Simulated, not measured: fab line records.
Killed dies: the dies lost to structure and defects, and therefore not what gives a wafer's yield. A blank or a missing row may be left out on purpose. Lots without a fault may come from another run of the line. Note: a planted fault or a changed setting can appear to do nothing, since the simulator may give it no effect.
fab line records + flow berkeley_cmos170
[record]
- lots = 6
- wafers = 18
- last_day = 11
route steps=331 shown M3@311
lots that met no fault: from a run of the same line without faults
start_h: start of the lot's first displayed wafer, in hours after the record's first day + wait_h: time in hours since the lot's previous step + " the same as in the row above + L1.1+2: several wafers, shown together as one row + - no value, or no start was given + * or withheld: withheld + < > ~ a bound
route shown NAME@n: NAME is a module with steps in the file, n the number in the route of the first one + usual: average and standard deviation across the fault-free wafers + same: alike in all rows + chamber/n: place in a boat + sites: readings site by site + _std_site: standard deviation across them + _edge_site: inner sites' mean taken away from outer sites' mean + radius_mm: for every site, how far away it sits from the centre of the wafer + mask NAME#n: copy n + behind: tool/chamber where the wafer was last shaped + hold: cause of the lot's hold/its duration in hours/its outcome + device: whichever transistor did not switch (one of n, p or np) + end of line: tests run on the same wafers once the route is complete + a step with no rows: only its recipe + killed: dies lost to structure and defects at the first sort, not the wafer's yield + map: shows each die of a wafer: x if killed, . if not, _ if none is there
set.NAME: the setting the step ran with; set.NAME@STEP: the setting that earlier step ran with + model.NAME: the simulator's own value behind a step, which no gauge read
certain route steps with their lots: each step a table, each wafer a row
services: from which hour (start_h, from the record's first day; less than 0 if before it) a tool's chamber was out of use, for how many hours, and why
[[steps]]
[step UCB170_M3_RS_MEAS_02]
[recipe]
- thk_meas_gauge = four-point-probe
- reads = Al_of_M3_SPUTTER_01
[usual]
- M3_AL_RS = 0.0321/0.00029
| lot.wafer | tool          | chamber | start_h | wait_h | M3_AL_RS[ohm/sq] |
|-----------|---------------|---------|---------|--------|------------------|
| L674.3    | film_metro-01 | -       | 166.71  | 0.1    | 0.03228          |
| L674.5    | "             | -       | "       | "      | 0.0326           |
| L674.6    | "             | -       | "       | "      | 0.03197          |
| L681.2    | film_metro-01 | -       | 201.26  | 0.1    | 0.03192          |
| L681.3    | "             | -       | "       | "      | 0.03232          |
| L681.4    | "             | -       | "       | "      | 0.0313           |
| L682.3    | film_metro-01 | -       | 201.84  | 0.1    | 0.03189          |
| L682.4    | "             | -       | "       | "      | 0.03194          |
| L682.5    | "             | -       | "       | "      | 0.03199          |
| L683.1    | film_metro-04 | -       | 215.20  | 0.0    | 0.03234          |
| L683.4    | "             | -       | "       | "      | 0.03202          |
| L683.6    | "             | -       | "       | "      | 0.03228          |
| L693.1    | film_metro-04 | -       | 259.29  | 0.0    | 0.03195          |
| L693.2    | "             | -       | "       | "      | 0.03191          |
| L693.3    | "             | -       | "       | "      | 0.03194          |
| L692.3    | film_metro-02 | -       | 259.78  | 0.1    | 0.03238          |
| L692.4    | "             | -       | "       | "      | 0.03206          |
| L692.6    | "             | -       | "       | "      | 0.0328           |
[step UCB170_M3_THK_MEAS_03]
[recipe]
- thk_meas_gauge = xrf
- reads = Al_of_M3_SPUTTER_01
[usual]
- M3_AL_THK = 902/9.7
| lot.wafer | tool          | chamber | start_h | wait_h | M3_AL_THK[nm] |
|-----------|---------------|---------|---------|--------|---------------|
| L674.3    | film_metro-01 | -       | 166.81  | 0.1    | 890           |
| L674.5    | "             | -       | "       | "      | 880           |
| L674.6    | "             | -       | "       | "      | 901           |
| L681.2    | film_metro-01 | -       | 201.37  | 0.1    | 900           |
| L681.3    | "             | -       | "       | "      | 894           |
| L681.4    | "             | -       | "       | "      | 916           |
| L682.3    | film_metro-01 | -       | 201.94  | 0.1    | 907           |
| L682.4    | "             | -       | "       | "      | 902           |
| L682.5    | "             | -       | "       | "      | 894           |
| L683.1    | film_metro-04 | -       | 215.32  | 0.1    | 900           |
| L683.4    | "             | -       | "       | "      | 911           |
| L683.6    | "             | -       | "       | "      | 904           |
| L693.1    | film_metro-04 | -       | 259.41  | 0.1    | 913           |
| L693.2    | "             | -       | "       | "      | 918           |
| L693.3    | "             | -       | "       | "      | 917           |
| L692.3    | film_metro-02 | -       | 259.88  | 0.1    | 893           |
| L692.4    | "             | -       | "       | "      | 901           |
| L692.6    | "             | -       | "       | "      | 883           |
[step UCB170_M3_HMDS_04]
[recipe]
- prime_time_s = 60
- prime_temp_c = 100
[step UCB170_M3_COAT_05]
[recipe]
- resist = KrF
- spin_rpm = 1500
- resist_thk_nm = 900
[step UCB170_M3_SOFTBAKE_06]
[recipe]
- resist = KrF
- temp_c = 130
- time_s = 60
[step UCB170_M3_STRIP_07]
[recipe]
- chemistry = O2
- power_w = 400
- pressure_mtorr = 3500
- platen_temp_c = withheld
- o2_flow_sccm = 400
- overash_fraction = 0.5
[usual]
- drypump_motor_current_A = 5.8/0.44
- oes_product_au = 0.735/0.0042
- strip_time_to_endpoint_s = 21.96/0.049
| lot.wafer | tool            | chamber | start_h | wait_h | drypump_motor_current_A | oes_product_au | rf_hours_counter_h | strip_time_to_endpoint_s |
|-----------|-----------------|---------|---------|--------|-------------------------|----------------|--------------------|--------------------------|
| L674.3    | plasma_asher-01 | 1       | 167.34  | 0.1    | 6.1                     | 0.732          | -                  | 21.93                    |
| L674.5    | "               | 0       | "       | "      | 5.2                     | 0.742          | -                  | 21.93                    |
| L674.6    | "               | 1       | "       | "      | 6.1                     | 0.732          | -                  | 21.97                    |
| L681.2    | plasma_asher-01 | 0       | 201.87  | 0.1    | 5.1                     | 0.737          | 51                 | 21.92                    |
| L681.3    | "               | 1       | "       | "      | 6.1                     | 0.738          | -                  | 21.94                    |
| L681.4    | "               | 0       | "       | "      | 5.2                     | 0.737          | -                  | 21.97                    |
| L682.3    | plasma_asher-01 | 0       | 202.70  | 0.1    | 5.1                     | 0.730          | -                  | 21.99                    |
| L682.4    | "               | 1       | "       | "      | 6.1                     | 0.740          | -                  | 21.90                    |
| L682.5    | "               | 1       | "       | "      | 6.1                     | 0.737          | -                  | 21.94                    |
| L683.1    | plasma_asher-03 | 0       | 215.83  | 0.1    | 6.1                     | 0.731          | 8                  | 21.95                    |
| L683.4    | "               | 0       | "       | "      | 6.1                     | 0.743          | -                  | 22.05                    |
| L683.6    | "               | 1       | "       | "      | 6.0                     | 0.746          | -                  | 22.05                    |
| L693.1    | plasma_asher-03 | 0       | 260.05  | 0.1    | 6.0                     | 0.744          | 13                 | 21.92                    |
| L693.2    | "               | 1       | "       | "      | 6.1                     | 0.742          | 13                 | 21.90                    |
| L693.3    | "               | 1       | "       | "      | 6.0                     | 0.738          | -                  | 21.90                    |
| L692.3    | plasma_asher-01 | 0       | 260.47  | 0.1    | 5.2                     | 0.741          | -                  | 21.94                    |
| L692.4    | "               | 1       | "       | "      | 6.0                     | 0.734          | -                  | 21.95                    |
| L692.6    | "               | 0       | "       | "      | 5.2                     | 0.735          | -                  | 21.95                    |
[step UCB170_M3_STRIP_08]
[recipe]
- chemistry = DMSO
- temp_c = 80
- time_s = 600
- material = KrF
[step UCB170_M3_COAT_09]
[recipe]
- resist = BARC
- temp_c = withheld
- time_s = withheld
- spin_rpm = 3000
- resist_thk_nm = withheld
[step UCB170_M3_COAT_10]
[recipe]
- resist = KrF
- spin_rpm = 1500
- resist_thk_nm = 900
[step UCB170_M3_SOFTBAKE_11]
[recipe]
- resist = KrF
- temp_c = 130
- time_s = 60
[step UCB170_M3_EXPOSE_12]
[recipe]
- mask_id = METAL3
- target_cd_nm = 700
- na = 0.5
- sigma_outer = 0.6
- source_shape = conventional
- dose_mj = 26
[step UCB170_M3_PEB_13]
[recipe]
- peb_temp_c = 130
- peb_time_s = withheld
- resist = KrF
[step UCB170_M3_DEVELOP_14]
[recipe]
- developer = TMAH
- develop_time_s = 45.91
- resist = KrF
- dev_temp_c = 21
[usual]
- chill_plate_temp_C = 23.04/0.096
- develop_time_s = 45.91/0
| lot.wafer | tool           | chamber | start_h | wait_h | chill_plate_temp_C | develop_time_s | model.KrF_of_M3_COAT_10.thk_nm |
|-----------|----------------|---------|---------|--------|--------------------|----------------|--------------------------------|
| L674.3    | litho_track-02 | 0       | 168     | -      | 23.15              | 45.91          | 886.5                          |
| L674.5    | "              | 0       | "       | "      | 23.20              | 45.91          | 881.9                          |
| L674.6    | "              | 0       | "       | "      | 23.23              | 45.91          | 885.4                          |
| L681.2    | litho_track-04 | -       | 203     | -      | -                  | -              | 897.1                          |
| L681.3    | "              | -       | "       | "      | -                  | -              | 900                            |
| L681.4    | "              | -       | "       | "      | -                  | -              | 896.7                          |
| L682.3    | litho_track-01 | -       | 203     | -      | -                  | -              | 901.4                          |
| L682.4    | "              | -       | "       | "      | -                  | -              | 903                            |
| L682.5    | "              | -       | "       | "      | -                  | -              | 903.8                          |
| L683.1    | litho_track-04 | 0       | 217     | -      | 22.93              | 45.91          | 884.7                          |
| L683.4    | "              | 0       | "       | "      | 22.83              | 45.91          | 887                            |
| L683.6    | "              | 0       | "       | "      | 22.98              | 45.91          | 882.5                          |
| L693.1    | litho_track-04 | 0       | 261     | -      | 23.18              | 45.91          | 883.3                          |
| L693.2    | "              | 0       | "       | "      | 23.19              | 45.91          | 879.7                          |
| L693.3    | "              | 0       | "       | "      | 23.24              | 45.91          | 884                            |
| L692.3    | litho_track-02 | 0       | 261     | -      | 22.94              | 45.91          | 885.2                          |
| L692.4    | "              | 0       | "       | "      | 23.11              | 45.91          | 885.2                          |
| L692.6    | "              | 0       | "       | "      | 23.09              | 45.91          | 882.5                          |
[step UCB170_M3_CD_MEAS_15]
[recipe]
- target_cd_nm = 700
[usual]
- cd_nm = 700.1/1.3
| lot.wafer | tool      | chamber | start_h | wait_h | cd_nm |
|-----------|-----------|---------|---------|--------|-------|
| L674.3    | cd_sem-01 | -       | 168.96  | -      | 699.1 |
| L674.5    | "         | -       | "       | "      | 698.6 |
| L674.6    | "         | -       | "       | "      | 699.0 |
| L681.2    | cd_sem-01 | -       | 203.51  | -      | -     |
| L681.3    | "         | -       | "       | "      | -     |
| L681.4    | "         | -       | "       | "      | -     |
| L682.3    | cd_sem-01 | -       | 204.13  | -      | -     |
| L682.4    | "         | -       | "       | "      | -     |
| L682.5    | "         | -       | "       | "      | -     |
| L683.1    | cd_sem-01 | -       | 217.15  | -      | 702.4 |
| L683.4    | "         | -       | "       | "      | 701.6 |
| L683.6    | "         | -       | "       | "      | 701.1 |
| L693.1    | cd_sem-01 | -       | 261.50  | -      | 697.6 |
| L693.2    | "         | -       | "       | "      | 697.8 |
| L693.3    | "         | -       | "       | "      | 698.6 |
| L692.3    | cd_sem-02 | -       | 261.84  | -      | 702.3 |
| L692.4    | "         | -       | "       | "      | 700.6 |
| L692.6    | "         | -       | "       | "      | 700.2 |
[[services]]
| tool            | chamber | start_h | hours | kind   |
|-----------------|---------|---------|-------|--------|
| plasma_asher-03 | -       | 153.40  | 14.6  | pm     |
| plasma_asher-03 | -       | 194.99  | 2.1   | repair |
[[key]]
[first_sign]
- step = UCB170_M3_DEVELOP_14
- reading = tool_record
- direction = missing
effect none on later readings
[model_effect]
- step = UCB170_M3_DEVELOP_14
- value = KrF_of_M3_COAT_10.thk_nm
- without = 886.1
- struck = 900.3
met_at UCB170_M3_DEVELOP_14
struck_wafers L681.2,L681.3,L681.4,L682.3,L682.4,L682.5
later_rows_left_out L681.2,L681.3,L681.4,L682.3,L682.4,L682.5
sort_left_out L681.2,L681.3,L681.4,L682.3,L682.4,L682.5
[fault]
- kind = skipped_step_whole
- tool = litho_track-01,litho_track-04
- chamber = -
- onset_h = 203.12
- steps = UCB170_M3_DEVELOP_14
- scope = struck_lots_only
// sort_left_out: the simulated sort isn't trusted on such a fault, so these wafers' sort isn't shown, and their yield isn't known
// later_rows_left_out: the simulator's readings of these wafers behind a module that went badly wrong aren't trusted and aren't shown, but for the sort
